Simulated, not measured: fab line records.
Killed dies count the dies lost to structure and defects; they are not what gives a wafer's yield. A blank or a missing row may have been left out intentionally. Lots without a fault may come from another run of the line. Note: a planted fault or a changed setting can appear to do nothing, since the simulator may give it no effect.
Which tool was responsible? / flow rit_cmos / 7 lots with 21 wafers sampled at 2 steps, on a route of 202 steps

## WHAT THE GAUGES SHOWED, per wafer
RIT_M1_RS_MEAS_01: uses a four-point probe to measure.
lot=L504; measured=day 4 09:34; on=film_metro-01; M1_AL_RS (ohm/sq)=0.0744 0.0727 0.0746
lot=L506; measured=day 4 22:30; on=film_metro-04; M1_AL_RS (ohm/sq)=0.0718 0.0730 0.0735
lot=L508; measured=day 5 02:13; on=film_metro-01; M1_AL_RS (ohm/sq)=0.0746 0.0747 0.0748
lot=L510; measured=day 5 13:32; on=film_metro-01; M1_AL_RS (ohm/sq)=- - - - - -
lot=L519; measured=day 7 11:02; on=film_metro-02; M1_AL_RS (ohm/sq)=0.0734 0.0728 0.0731
lot=L521; measured=day 7 19:52; on=film_metro-04; M1_AL_RS (ohm/sq)=0.0734 0.0744 0.0734
lot=L523; measured=day 8 03:46; on=film_metro-04; M1_AL_RS (ohm/sq)=0.0727 0.0730 0.0740

## EACH LOT AND THE TOOL THAT RAN IT (in order: tool; ch and the chambers of the sampled wafers; start)
lot=L504; RIT_M1_SPUTTER_00=pvd_sputter-02, day 4 09:17
lot=L506; RIT_M1_SPUTTER_00=pvd_sputter-02, day 4 22:11
lot=L508; RIT_M1_SPUTTER_00=pvd_sputter-02, day 5 01:55
lot=L510; RIT_M1_SPUTTER_00=pvd_sputter-02, day 5 13:13
lot=L519; RIT_M1_SPUTTER_00=pvd_sputter-03, day 7 10:45
lot=L521; RIT_M1_SPUTTER_00=pvd_sputter-01, day 7 19:33
lot=L523; RIT_M1_SPUTTER_00=pvd_sputter-03, day 8 03:25
- RIT_M1_SPUTTER_00: material Al, target thk 400 nm, time 500 s.

## THE ANSWER, worked out from the rows above alone
Rule: the usual values come from the lots themselves. The widest of any qualifying gaps counts: lots, ordered by their means at a reading, are off when they make up no more than a third of the lots, leave a main group of 4 or more, and stand apart from it by 3 or more times the standard deviation of that group's means. A main group is skipped when, at the precision printed for the reading in the tables above, its means are all equal. A lot without any number at a reading at which 4 lots or more have one is off too. All remaining lots with rows at the step are treated as sound.
Off: L510, seen at RIT_M1_RS_MEAS_01 (M1_AL_RS). Without a number there: L510. Mean 0.0736 ohm/sq and standard deviation 0.00063 in the main group.
A tool fits if, at a process step before that reading, it ran every lot that is off, and no sound lot after the first of them. Gauges at RIT_M1_RS_MEAS_01: tried the same way as those tools. 2 tools fit, pvd_sputter-02 at RIT_M1_SPUTTER_00 and film_metro-01 at RIT_M1_RS_MEAS_01, so this cannot tell which one it is.

## WHAT WAS PUT IN BY THE SIMULATOR
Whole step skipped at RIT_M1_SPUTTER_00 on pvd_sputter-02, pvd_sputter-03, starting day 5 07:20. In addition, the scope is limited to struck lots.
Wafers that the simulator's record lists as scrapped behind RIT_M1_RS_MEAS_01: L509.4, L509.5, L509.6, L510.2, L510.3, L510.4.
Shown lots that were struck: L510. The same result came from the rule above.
